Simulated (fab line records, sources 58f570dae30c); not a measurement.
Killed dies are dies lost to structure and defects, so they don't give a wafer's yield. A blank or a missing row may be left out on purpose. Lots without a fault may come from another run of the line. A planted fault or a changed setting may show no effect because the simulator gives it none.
Problem report in the 8D (eight disciplines) form, filled by code | flow berkeley_cmos170 | the parts of the form that need people (team, actions taken, sign-off) are left out

1. THE PROBLEM
NLDD_OVL at UCB170_NLDD_OVL_MEAS_07 reads a mean of 261 nm on 6 wafers of 2 lots; wafers without a fault read 1 nm with a standard deviation of 5.5. That is +47 standard deviations from the usual mean.
First seen on wafer L667.4, day 9 17:18, on overlay-02. The record holds 42 wafers of 14 lots with a number at this step. Rule for "out", or "out of limits": more than 4 standard deviations from the usual mean. The other wafers with a number count as sound.

2. WHAT IT IS AND WHAT IT IS NOT
question                    | is                     | is not
which readings at this step | NLDD_OVL               | -
which lots                  | L665, L667             | L656, L657, L658, L659, L660, L661, L664, L669, L673, L675, L678, L679
which wafers of those lots  | all that have a number | -
read on which gauges        | overlay-02             | overlay-01
when                        | from day 9 17:18       | up to then (21 sound wafers); but 15 sound wafers of L669, L673, L675, L678, L679 came after

3. SUSPECTS, AND WHAT RULES EACH OUT
Counting: a tool at a process step up to the reading stays a suspect if it ran every lot that is out and no sound lot after the first of them.
- the gauge at UCB170_NLDD_OVL_MEAS_07: kept. All the wafers that are out were read on overlay-02, and no step on other tools shows them out.
- krf_scanner-01 at UCB170_NLDD_EXPOSE_03 (exposes mask NSELECT, target cd 1200 nm): kept. It ran every lot that is out, first L667 (day 9 15:59), and no sound lot after that; its last sound lot up to then is L660 (day 8 04:04).
Left after counting: krf_scanner-01 at UCB170_NLDD_EXPOSE_03, overlay-02 at UCB170_NLDD_OVL_MEAS_07.

4. THE CAUSE (what the simulator had put in)
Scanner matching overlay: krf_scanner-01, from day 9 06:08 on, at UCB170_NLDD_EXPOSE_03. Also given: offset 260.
Counting left 2 suspects, and this tool is among them.

5. THE CHAIN OF EFFECTS, in route order
Each row: a reading whose mean over the struck wafers that have a number lies more than 3 standard deviations from the usual. Only readings for which the record gives a usual standard deviation are gone through. hours: the time from each lot's start at the first step in this table that gives one to its start at this step, as a median over the lots. sigmas: the change in usual standard deviations.
hours | step                    | reading  | usual | on struck wafers | change | sigmas
0     | UCB170_NLDD_OVL_MEAS_07 | NLDD_OVL | 1 nm  | 261              | +260   | +47

6. WHAT WOULD HAVE CAUGHT IT SOONER
In this record the first reading out of limits at a measuring or inspecting step was taken at day 9 17:18, 11 hours after the fault began at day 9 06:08.
All the lots that are out (2) had begun UCB170_NLDD_EXPOSE_03 on krf_scanner-01 by day 9 17:18. A hold on the tool at that time would have spared none of them.
